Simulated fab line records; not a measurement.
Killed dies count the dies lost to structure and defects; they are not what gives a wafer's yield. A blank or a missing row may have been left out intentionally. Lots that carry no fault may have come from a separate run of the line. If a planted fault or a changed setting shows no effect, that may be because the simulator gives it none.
fab line records | flow rit-cmos
record lots=5 | wafers=15 | last-day=8
route steps=202 shown M1@190
lots untouched by any fault: they come from a run of this same line in which no faults occurred
start-h: start of the lot's first displayed wafer, in hours after the record's first day | wait-h: how many hours have passed since the lot's step before this one | " identical to the entry in the row above | L1.1+2: one row covering several wafers at once | - no value, or no start was given | * or withheld: withheld | < > ~ a bound
route shown NAME@n: NAME is a module with steps in the file, n the number in the route of the first one | usual: the fault-free wafers' mean and standard deviation | same: alike in all rows | chamber/n: place in a boat | sites: each site's reading | _std_site: standard deviation of those values | _edge_site: inner sites' mean taken away from outer sites' mean | radius-mm: how far each site lies from the wafer's centre | mask NAME#n: copy n | behind: the last tool/chamber to shape the wafer | hold: the reason the lot was held/the length of the hold in hours/how it ended | device: which transistor (n, p or np) failed to switch | end of line: the same wafers' tests at the end of the route | where a step has no rows: the recipe by itself | killed: at the first sort, the dies lost to defects and structure; wafer yield is something else | map: shows each die of a wafer: x if killed, . if not, _ if none is there
set.NAME: setting as actually run; set.NAME@STEP: the setting as run at that earlier step | model.NAME: the simulator's own value behind a step, which no gauge read
lots at some steps of the route; a table a step, a row a wafer
services: from which hour (start-h, from the record's first day; less than 0 if before it) a tool's chamber was out of use, for how many hours, and why
## steps
# step RIT_M1_EXPOSE_06
# recipe mask-id=M12 | na=0.6 | source-shape=conventional | sigma-outer=0.5 | target-cd-nm=2600 | dose-mj=250
lot.wafer  | tool             | chamber | start-h | wait-h | mask
L076.2+4+5 | iline-stepper-02 | 0       | 68.46   | 0.1    | M12#0
L077.1+3+5 | iline-stepper-01 | 0       | 72.38   | 0.4    | M12#0
L086.4+5+6 | iline-stepper-01 | 0       | 125.43  | 0.1    | M12#0
L091.1+4+6 | iline-stepper-01 | 0       | 163.75  | 0.3    | M12#0
L092.2+3+5 | iline-stepper-01 | 0       | 176.84  | 0.1    | M12#0
# step RIT_M1_PEB_07
# recipe resist=NOVOLAK | temp-c=withheld | time-s=withheld
# usual exhaust-pa=45.3/0.77
lot.wafer | tool           | chamber | start-h | wait-h | exhaust-pa
L076.2    | litho-track-02 | 0       | 68.58   | 0.1    | 46.2
L076.4    | "              | 0       | "       | "      | 45.8
L076.5    | "              | 0       | "       | "      | 45.6
L077.1    | litho-track-04 | 0       | 72.49   | 0.1    | 45.7
L077.3    | "              | 0       | "       | "      | 46.1
L077.5    | "              | 0       | "       | "      | 46.0
L086.4    | litho-track-04 | 0       | 125.57  | 0.1    | 44.4
L086.5    | "              | 0       | "       | "      | 44.3
L086.6    | "              | 0       | "       | "      | 45.8
L091.1    | litho-track-02 | 0       | 163.92  | 0.1    | 44.8
L091.4    | "              | 0       | "       | "      | 45.2
L091.6    | "              | 0       | "       | "      | 45.3
L092.2    | litho-track-02 | 0       | 177.25  | 0.4    | 44.1
L092.3    | "              | 0       | "       | "      | 45.0
L092.5    | "              | 0       | "       | "      | 43.8
# step RIT_M1_DEVELOP_08
# recipe resist=NOVOLAK | develop-time-s=68 | dev-temp-c=23
# usual exhaust-pa=44.8/0.79
lot.wafer | tool           | chamber | start-h | wait-h | exhaust-pa
L076.2    | litho-track-02 | 0       | -       | -      | 45.1
L076.4    | "              | 0       | "       | "      | 43.9
L076.5    | "              | 0       | "       | "      | 45.3
L077.1    | litho-track-04 | 0       | -       | -      | 44.8
L077.3    | "              | 0       | "       | "      | 44.7
L077.5    | "              | 0       | "       | "      | 44.1
L086.4    | litho-track-04 | 0       | -       | -      | 45.8
L086.5    | "              | 0       | "       | "      | 44.2
L086.6    | "              | 0       | "       | "      | 43.9
L091.1    | litho-track-02 | 0       | -       | -      | 44.5
L091.4    | "              | 0       | "       | "      | 45.1
L091.6    | "              | 0       | "       | "      | 45.1
L092.2    | litho-track-02 | 0       | -       | -      | 45.0
L092.3    | "              | 0       | "       | "      | 44.7
L092.5    | "              | 0       | "       | "      | 44.8
# step RIT_M1_CD_MEAS_09
# recipe target-cd-nm=2600
# usual cd-nm=2599.7/2.8
lot.wafer | tool      | chamber | start-h | wait-h | cd-nm
L076.2    | cd-sem-01 | -       | 68.89   | -      | 2597.6
L076.4    | "         | -       | "       | "      | 2595.8
L076.5    | "         | -       | "       | "      | 2596.8
L077.1    | cd-sem-02 | -       | 72.81   | -      | 2603.6
L077.3    | "         | -       | "       | "      | 2603.2
L077.5    | "         | -       | "       | "      | 2602.5
L086.4    | cd-sem-01 | -       | 125.87  | -      | 2596.0
L086.5    | "         | -       | "       | "      | 2602.0
L086.6    | "         | -       | "       | "      | 2599.8
L091.1    | cd-sem-02 | -       | 164.23  | -      | 2598.5
L091.4    | "         | -       | "       | "      | 2599.9
L091.6    | "         | -       | "       | "      | 2599.7
L092.2    | cd-sem-01 | -       | 177.56  | -      | 2602.2
L092.3    | "         | -       | "       | "      | 2602.6
L092.5    | "         | -       | "       | "      | 2602.6
# step RIT_M1_OVL_MEAS_10
# usual M1_OVL=0.9/1.2
lot.wafer | tool       | chamber | start-h | wait-h | M1_OVL[nm]
L076.2    | overlay-01 | -       | 68.99   | 0.1    | 1.7
L076.4    | "          | -       | "       | "      | 1.7
L076.5    | "          | -       | "       | "      | 1.4
L077.1    | overlay-01 | -       | 72.93   | 0.1    | 1.1
L077.3    | "          | -       | "       | "      | 1.6
L077.5    | "          | -       | "       | "      | 0.0
L086.4    | overlay-02 | -       | 125.94  | 0.1    | 2.7
L086.5    | "          | -       | "       | "      | 2.5
L086.6    | "          | -       | "       | "      | 2.4
L091.1    | overlay-02 | -       | 164.35  | 0.1    | 0.6
L091.4    | "          | -       | "       | "      | -0.2
L091.6    | "          | -       | "       | "      | 1.0
L092.2    | overlay-02 | -       | 177.66  | 0.1    | 1.1
L092.3    | "          | -       | "       | "      | 0.3
L092.5    | "          | -       | "       | "      | 0.6
# step RIT_M1_HARDBAKE_11
# recipe resist=NOVOLAK | temp-c=140 | time-s=120
# usual exhaust-pa=45.1/0.92
lot.wafer | tool           | chamber | start-h | wait-h | exhaust-pa
L076.2    | litho-track-02 | 0       | 69.06   | 0.1    | 45.7
L076.4    | "              | 0       | "       | "      | 46.3
L076.5    | "              | 0       | "       | "      | 45.3
L077.1    | litho-track-02 | 0       | 72.96   | 0.0    | 43.1
L077.3    | "              | 0       | "       | "      | 44.5
L077.5    | "              | 0       | "       | "      | 44.7
L086.4    | litho-track-04 | 0       | 126.09  | 0.1    | 44.9
L086.5    | "              | 0       | "       | "      | 43.9
L086.6    | "              | 0       | "       | "      | 45.7
L091.1    | litho-track-04 | 0       | 164.39  | 0.0    | 44.8
L091.4    | "              | 0       | "       | "      | 45.5
L091.6    | "              | 0       | "       | "      | 46.9
L092.2    | litho-track-04 | 0       | 177.92  | 0.3    | 43.9
L092.3    | "              | 0       | "       | "      | 44.8
L092.5    | "              | 0       | "       | "      | 44.8
# step RIT_M1_METAL_ETCH_12
# recipe stop-on=SiO2 | chemistry=Cl2/BCl3 | target=Al | time-s=165 | over-etch-frac=0.5 | pressure-mtorr=100 | target-depth-a=6000 | rf-w=250 | Cl2_flow_sccm=60 | bcl3-flow-sccm=50
# usual drypump-motor-current-A=5.4/0.52 | oes-product-au=0.778/0.0094 | throttle-valve-pct=8.29/0.15
# same over-etch-frac=0.5
lot.wafer | tool         | chamber | start-h | wait-h | drypump-motor-current-A | oes-product-au | rf-hours-counter-h | throttle-valve-pct
L076.2    | rie-metal-03 | 1       | 69.27   | 0.2    | 6.4                     | 0.781          | 2                  | 8.19
L076.4    | "            | 0       | "       | "      | 4.9                     | 0.780          | -                  | 8.35
L076.5    | "            | 1       | "       | "      | 6.4                     | 0.772          | -                  | 8.19
L077.1    | rie-metal-04 | 0       | 73.21   | 0.2    | 5.6                     | 0.794          | 33                 | 8.16
L077.3    | "            | 1       | "       | "      | 4.8                     | 0.777          | -                  | 8.49
L077.5    | "            | 1       | "       | "      | 4.9                     | 0.795          | -                  | 8.49
L086.4    | rie-metal-04 | 0       | 126.27  | 0.1    | 5.6                     | 0.783          | -                  | 8.18
L086.5    | "            | 1       | "       | "      | 4.9                     | 0.775          | -                  | 8.48
L086.6    | "            | 0       | "       | "      | 5.6                     | 0.767          | -                  | 8.18
L091.1    | rie-metal-03 | 1       | 164.64  | 0.2    | 6.4                     | 0.760          | 3                  | 8.18
L091.4    | "            | 0       | "       | "      | 4.9                     | 0.772          | -                  | 8.36
L091.6    | "            | 1       | "       | "      | 6.4                     | 0.769          | -                  | 8.21
L092.2    | rie-metal-02 | 1       | 178.13  | 0.2    | 5.6                     | 0.759          | 5                  | 8.46
L092.3    | "            | 1       | "       | "      | 5.6                     | 0.778          | -                  | 8.45
L092.5    | "            | 1       | "       | "      | 5.6                     | 0.773          | -                  | 8.47
# step RIT_M1_STRIP_13
# recipe chemistry=nmp | resist=NOVOLAK | temp-c=80 | time-s=600 | dry=n2-spin
lot.wafer  | tool         | chamber | start-h | wait-h
L076.2+4+5 | wet-bench-04 | 3       | 69.43   | 0.1
L077.1+3+5 | wet-bench-01 | 0       | 73.37   | 0.1
L086.4+5+6 | wet-bench-04 | 2       | 126.37  | 0.1
L091.1+4+6 | wet-bench-04 | 3       | 164.80  | 0.1
L092.2+3+5 | wet-bench-03 | 1       | 178.30  | 0.1
# step RIT_M1_STRIP_14
# recipe chemistry=O2 | time-s=180 | platen-temp-c=withheld | power-w=500 | pressure-mtorr=4000 | o2-flow-sccm=4000
# usual drypump-motor-current-A=5.9/0.46 | o2-flow-sccm=4000/14 | rf-refl-power-W=6.1/0.85
lot.wafer | tool            | chamber | start-h | wait-h | drypump-motor-current-A | o2-flow-sccm | rf-hours-counter-h | rf-refl-power-W
L076.2    | plasma-asher-03 | 0       | 69.61   | 0.0    | 6.1                     | 3998         | 43                 | 4.7
L076.4    | "               | 0       | "       | "      | 6.1                     | 3992         | -                  | 4.7
L076.5    | "               | 0       | "       | "      | 6.1                     | 4010         | -                  | 4.7
L077.1    | plasma-asher-03 | 1       | 73.57   | 0.0    | 6.8                     | 3985         | 43                 | 6.2
L077.3    | "               | 0       | "       | "      | 6.0                     | 3991         | -                  | 4.8
L077.5    | "               | 1       | "       | "      | 6.8                     | 4000         | -                  | 6.0
L086.4    | plasma-asher-02 | 1       | 126.62  | 0.1    | 5.5                     | 3979         | -                  | 7.1
L086.5    | "               | 0       | "       | "      | 5.9                     | 3994         | -                  | 5.7
L086.6    | "               | 1       | "       | "      | 5.5                     | 4002         | -                  | 6.9
L091.1    | plasma-asher-03 | 0       | 164.98  | 0.0    | 6.0                     | 3992         | 52                 | 4.8
L091.4    | "               | 0       | "       | "      | 6.0                     | 4004         | -                  | 4.8
L091.6    | "               | 1       | "       | "      | 6.8                     | 3988         | -                  | 6.0
L092.2    | plasma-asher-03 | 1       | 178.47  | 0.0    | 6.8                     | 4006         | 54                 | 6.1
L092.3    | "               | 0       | "       | "      | 6.0                     | 3994         | -                  | 4.7
L092.5    | "               | 1       | "       | "      | 6.8                     | 3995         | -                  | 6.0
# step RIT_M1_CD_MEAS_90
# recipe target-cd-nm=2600
# usual cd-nm=2600/3.7
lot.wafer | tool      | chamber | start-h | wait-h | cd-nm
L076.2    | cd-sem-01 | -       | 69.80   | 0.1    | 2599
L076.4    | "         | -       | "       | "      | 2596
L076.5    | "         | -       | "       | "      | 2600
L077.1    | cd-sem-02 | -       | 73.74   | 0.1    | 2605
L077.3    | "         | -       | "       | "      | 2600
L077.5    | "         | -       | "       | "      | 2599
L086.4    | cd-sem-02 | -       | 126.80  | 0.1    | 2597
L086.5    | "         | -       | "       | "      | 2600
L086.6    | "         | -       | "       | "      | 2599
L091.1    | cd-sem-01 | -       | 165.15  | 0.1    | 2598
L091.4    | "         | -       | "       | "      | 2600
L091.6    | "         | -       | "       | "      | 2601
L092.2    | cd-sem-01 | -       | 178.67  | 0.1    | 2600
L092.3    | "         | -       | "       | "      | 2601
L092.5    | "         | -       | "       | "      | 2603
# step RIT_M1_ANNEAL_15
# recipe temp-c=450 | time-s=1800 | ambient=forming_gas_H2N2
lot.wafer  | tool       | chamber | start-h | wait-h
L076.2+4+5 | furnace-02 | 0       | 69.90   | 0.1
L077.1+3+5 | furnace-02 | 0       | 73.86   | 0.1
L086.4+5+6 | furnace-02 | 0       | 126.86  | 0.0
L091.1+4+6 | furnace-02 | 0       | 165.50  | 0.3
L092.2+3+5 | furnace-02 | 0       | 178.77  | 0.1
# step RIT_M1_BOW_MEAS_16
# recipe mode=bow
# usual M1_BOW=17/6.3
lot.wafer | tool          | chamber | start-h | wait-h | M1_BOW[um]
L076.2    | film-metro-01 | -       | 71.42   | 0.0    | 20
L076.4    | "             | -       | "       | "      | 21
L076.5    | "             | -       | "       | "      | 16
L077.1    | film-metro-03 | -       | 75.36   | 0.0    | 9
L077.3    | "             | -       | "       | "      | 19
L077.5    | "             | -       | "       | "      | 13
L086.4    | film-metro-01 | -       | 128.42  | 0.1    | 30
L086.5    | "             | -       | "       | "      | 30
L086.6    | "             | -       | "       | "      | 20
L091.1    | film-metro-02 | -       | 167.00  | 0.0    | 12
L091.4    | "             | -       | "       | "      | 17
L091.6    | "             | -       | "       | "      | 14
L092.2    | film-metro-03 | -       | 180.29  | 0.0    | 9
L092.3    | "             | -       | "       | "      | 13
L092.5    | "             | -       | "       | "      | 11
# step RIT_M1_PROBE_99
# usual defect-limited-yield=97.3/1.2 | killed_at_M0_to_M3=0.0/0.14 | killed-at-front-end=7/3.1 | killed-dies=7/3.1 | killed-open=3.8/2.3 | killed-short=3.2/1.9 | sort_bin_3_pad_short=0.1/0.2 | sort_bin_5_function=1.6/0.91 | sort_bin_6_memory=1.0/0.6 | sort-n-pass=257/3.1 | sort-yield-pct=97.3/1.2
# same gross-dies=264 | killed_at_M4_up=0 | killed-at-back-side=0 | killed-at-contacts=0 | killed-at-other=0
lot.wafer | tool      | chamber | start-h | wait-h | defect-limited-yield[%] | killed_at_M0_to_M3 | killed-at-front-end | killed-dies | killed-open | killed-short | sort_bin_3_pad_short[%] | sort_bin_5_function[%] | sort_bin_6_memory[%] | sort-n-pass | sort-yield-pct[%]
L076.2    | prober-01 | -       | 71.57   | 0.1    | 97.0                    | 0                  | 8                   | 8           | 4           | 4            | 0                       | 2.3                    | 0.8                  | 256         | 97.0
L076.4    | prober-01 | -       | 71.67   | 0.2    | 95.8                    | 1                  | 10                  | 11          | 5           | 6            | 0                       | 1.5                    | 2.7                  | 253         | 95.8
L076.5    | prober-01 | -       | 71.72   | 0.2    | 97.7                    | 0                  | 6                   | 6           | 1           | 5            | 0.4                     | 0.8                    | 1.1                  | 258         | 97.7
L077.1    | prober-02 | -       | 75.48   | 0.1    | 98.1                    | 0                  | 5                   | 5           | 3           | 2            | 0                       | 0.8                    | 1.1                  | 259         | 98.1
L077.3    | prober-02 | -       | 75.58   | 0.2    | 98.5                    | 0                  | 4                   | 4           | 2           | 2            | 0                       | 0.8                    | 0.8                  | 260         | 98.5
L077.5    | prober-02 | -       | 75.68   | 0.2    | 98.9                    | 0                  | 3                   | 3           | 1           | 2            | 0                       | 1.1                    | 0                    | 261         | 98.9
L086.4    | prober-01 | -       | 128.63  | 0.2    | 97.7                    | 0                  | 6                   | 6           | 5           | 1            | 0.4                     | 1.1                    | 0.8                  | 258         | 97.7
L086.5    | prober-01 | -       | 128.68  | 0.2    | 95.1                    | 0                  | 13                  | 13          | 6           | 6            | 0                       | 3.0                    | 1.9                  | 251         | 95.1
L086.6    | prober-01 | -       | 128.73  | 0.2    | 97.3                    | 0                  | 7                   | 7           | 3           | 3            | 0.4                     | 1.9                    | 0.4                  | 257         | 97.3
L091.1    | prober-01 | -       | 167.12  | 0.1    | 96.6                    | 0                  | 9                   | 9           | 5           | 4            | 0.4                     | 2.3                    | 0.8                  | 255         | 96.6
L091.4    | prober-01 | -       | 167.27  | 0.2    | 96.6                    | 0                  | 9                   | 9           | 6           | 3            | 0.4                     | 2.3                    | 0.8                  | 255         | 96.6
L091.6    | prober-01 | -       | 167.37  | 0.2    | 97.3                    | 0                  | 7                   | 7           | 4           | 3            | 0                       | 1.1                    | 1.5                  | 257         | 97.3
L092.2    | prober-02 | -       | 180.44  | 0.1    | 97.3                    | 0                  | 7                   | 7           | 5           | 2            | 0                       | 1.1                    | 1.5                  | 257         | 97.3
L092.3    | prober-02 | -       | 180.49  | 0.2    | 98.1                    | 0                  | 5                   | 5           | 3           | 2            | 0                       | 1.5                    | 0.4                  | 259         | 98.1
L092.5    | prober-02 | -       | 180.59  | 0.2    | 97.3                    | 0                  | 7                   | 7           | 6           | 1            | 0                       | 2.3                    | 0.4                  | 257         | 97.3
# killed by level:class
L076.2 GATE:geometric-particle:short=4 GATE:geometric-particle:open=2 FOX1:geometric-particle:open=1 SILICIDE:geometric-particle:open=1
L076.4 FOX1:geometric-particle:short=3 GATE:geometric-particle:open=2 FOX1:geometric-particle:open=1 FOX2:geometric-particle:open=1 GATE:geometric-particle:short=1 SPACER:geometric-particle:short=1 SILICIDE:geometric-particle:open=1 M1:geometric-particle:short=1
L076.5 REOX:geometric-particle:short=2 FOX2:geometric-particle:short=1 GATE:geometric-particle:short=1 REOX:geometric-particle:open=1 SPACER:geometric-particle:short=1
L077.1 GATE:geometric-particle:open=2 FOX1:geometric-particle:short=1 SPACER:geometric-particle:short=1 SILICIDE:geometric-particle:open=1
L077.3 FOX2:geometric-particle:short=1 GATE:geometric-particle:open=1 REOX:geometric-particle:short=1 SILICIDE:geometric-particle:open=1
L077.5 REOX:geometric-particle:short=1 SPACER:geometric-particle:short=1 SILICIDE:geometric-particle:open=1
L086.4 FOX1:geometric-particle:open=1 FOX2:geometric-particle:open=1 GATE:geometric-particle:open=1 GATE:geometric-particle:short=1 REOX:geometric-particle:open=1 SILICIDE:geometric-particle:open=1
L086.5 REOX:geometric-particle:open=3 SPACER:geometric-particle:short=2 SILICIDE:geometric-particle:short=2 FOX2:geometric-particle:open=1 GATE:geometric-particle:open=1 GATE:geometric-particle:short=1 REOX:geometric-particle:short=1 SPACER:geometric-particle:open=1
L086.6 FOX1:geometric-particle:open=1 FOX1:geometric-particle:short=1 FOX2:geometric-particle:short=1 GATE:geometric-particle:short=1 REOX:geometric-particle:open=1 SILICIDE:geometric-particle:open=1 NRETRO:coat-microbubble-printed=1
L091.1 GATE:geometric-particle:short=4 FOX1:geometric-particle:open=2 FOX2:geometric-particle:open=1 GATE:geometric-particle:open=1 SPACER:geometric-particle:open=1
L091.4 GATE:geometric-particle:short=2 REOX:geometric-particle:open=2 FOX1:geometric-particle:open=1 FOX2:geometric-particle:short=1 SPACER:geometric-particle:open=1 GATE:geometric-particle:open=1 SILICIDE:geometric-particle:open=1
L091.6 SILICIDE:geometric-particle:open=2 FOX1:geometric-particle:open=1 FOX1:geometric-particle:short=1 GATE:geometric-particle:short=1 GATE:geometric-particle:open=1 SILICIDE:geometric-particle:short=1
L092.2 GATE:geometric-particle:open=2 REOX:geometric-particle:open=2 FOX1:geometric-particle:short=1 GATE:geometric-particle:short=1 SPACER:geometric-particle:open=1
L092.3 SPACER:geometric-particle:open=2 GATE:geometric-particle:open=1 GATE:geometric-particle:short=1 SPACER:geometric-particle:short=1
L092.5 SPACER:geometric-particle:open=4 GATE:geometric-particle:open=1 GATE:geometric-particle:short=1 REOX:geometric-particle:open=1
## services
tool             | chamber | start-h | hours | kind
iline-stepper-02 | -       | 50.85   | 2.2   | repair
rie-metal-04     | 1       | 60.78   | 5.2   | repair
iline-stepper-01 | -       | 63.44   | 1.7   | pm
rie-metal-03     | -       | 69.57   | 0.2   | repair
iline-stepper-02 | -       | 71.24   | 4.4   | pm
rie-metal-02     | 0       | 74.41   | 7.7   | repair
plasma-asher-02  | -       | 74.68   | 1.6   | repair
wet-bench-03     | -       | 74.90   | 1.9   | pm
wet-bench-04     | -       | 88.83   | 1.9   | pm
rie-metal-04     | 1       | 95.46   | 3.5   | repair
wet-bench-04     | -       | 103.31  | 1.6   | repair
wet-bench-03     | -       | 107.65  | 11.5  | repair
plasma-asher-02  | -       | 108.75  | 9.0   | pm
plasma-asher-02  | 0       | 108.75  | 9.0   | vent-cycle
iline-stepper-01 | 0       | 114.00  | -     | calibration
iline-stepper-02 | -       | 117.42  | 1.7   | pm
rie-metal-04     | -       | 136.12  | 20.0  | pm
rie-metal-04     | 0       | 136.12  | 20.0  | vent-cycle
rie-metal-04     | 1       | 136.12  | 20.0  | vent-cycle
wet-bench-01     | -       | 136.99  | 4.4   | repair
rie-metal-02     | 1       | 137.18  | 27.6  | repair
rie-metal-04     | 0       | 156.12  | -     | clean
rie-metal-04     | 1       | 156.12  | -     | clean
rie-metal-04     | -       | 172.82  | 0.7   | repair
## key
fault none
